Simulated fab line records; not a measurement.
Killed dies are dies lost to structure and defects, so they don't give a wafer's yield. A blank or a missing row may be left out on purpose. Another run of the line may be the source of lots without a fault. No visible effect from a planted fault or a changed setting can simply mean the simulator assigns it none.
Problem report, 8D (eight disciplines) form, completed by code -- flow ritCmos -- the parts of the form that need people (team, actions taken, sign-off) are left out

== 1. PROBLEM STATEMENT ==
NLDD_TW at RIT_NLDD_TW_MEAS_10 reads a mean of 2366 on 6 wafers of 2 lots; wafers without a fault read 2506 with a standard deviation of 26. That is -5.4 standard deviations from the usual mean.
Earliest sighting: wafer L646.2 on filmMetro-01 at day 6 20:12. The record holds 42 wafers of 14 lots with a number at this step. The rule behind "out" and "out of limits": a value lying over 4 standard deviations away from the usual mean. The rest of the wafers with a number are treated as sound.

== 2. WHAT IT IS, WHAT IT ISN'T ==
question,is,is not
which readings at this step,NLDD_TW,-
which lots,"L646, L649","L630, L631, L632, L633, L634, L635, L636, L637, L638, L639, L640, L651"
which wafers of those lots,all that have a number,-
read on which gauges,"filmMetro-01, filmMetro-03",filmMetro-04
when,from day 6 20:12,up to then (33 sound wafers); but 3 sound wafers of L651 came after

== 3. SUSPECTS, AND WHAT RULES EACH OUT ==
Counting: a tool stays on the suspect list if, at a process step up to the reading, it processed all lots that are out and no sound lot following the first of them.
- the gauge at RIT_NLDD_TW_MEAS_10 has been ruled out. 2 gauges (filmMetro-01, filmMetro-03) read the wafers that are out.
- rieSi-02 at RIT_GATE_ETCH_19 (etches poly-Si in SF6/CHF3/O2, stops on SiO2, time 165 s, target depth 312.5 nm): kept. Every lot that is out went through it, starting with L646 (day 6 13:00), and after that it ran no sound lot; the last sound lot it ran before then is L639 (day 4 20:47).
- implanter-02 at RIT_NLDD_IMPLANT_08: kept. Every lot that is out went through it, starting with L646 (day 6 19:53), and after that it ran no sound lot; the last sound lot it ran before then is L640 (day 5 07:27). Its own beamEnergyKeV readings are out on those wafers.
Remaining after the count are rieSi-02 at RIT_GATE_ETCH_19 and implanter-02 at RIT_NLDD_IMPLANT_08.

== 4. THE CAUSE (what the simulator had put in) ==
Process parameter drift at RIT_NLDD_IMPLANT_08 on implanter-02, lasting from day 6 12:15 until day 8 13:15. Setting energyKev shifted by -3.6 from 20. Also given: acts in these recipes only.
2 suspects survive the count, and this tool is in that group.

== 5. THE CHAIN OF EFFECTS, in route order ==
Each row: a reading whose mean over the struck wafers that have a number lies more than 3 standard deviations from the usual. Only readings whose record carries a usual standard deviation are examined. hours: median over the lots of the time between each lot's start at the first step of this table that gives one and its start at this step. sigmas: the change, counted in usual standard deviations.
hours,step,reading,usual,on struck wafers,change,sigmas
0,RIT_NLDD_IMPLANT_08,beamEnergyKeV,20.001,16.399,-3.602,-99 or more
0,RIT_NLDD_TW_MEAS_10,NLDD_TW,2506,2366,-140,-5.4
10,RIT_SDANNEAL_RS_MEAS_07,NLDD_RS,151.6 ohm/sq,155.1,+3.5,+6.6
The process steps in it:
- RIT_NLDD_IMPLANT_08

== 6. WHAT WOULD HAVE CAUGHT IT SOONER ==
Counted from the fault's start at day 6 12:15, it took 8 hours until the first out-of-limits reading at a measuring or inspecting step in this record, taken at day 6 20:12.
Tool's own readings at RIT_NLDD_IMPLANT_08, beamEnergyKeV: out on all struck wafers the step has rows for; an alarm limit on them would have tripped on the first.
L649, from the lots that are out (2), started RIT_NLDD_IMPLANT_08 on implanter-02 later than day 6 20:12. A tool hold placed at that time would have kept it from harm.
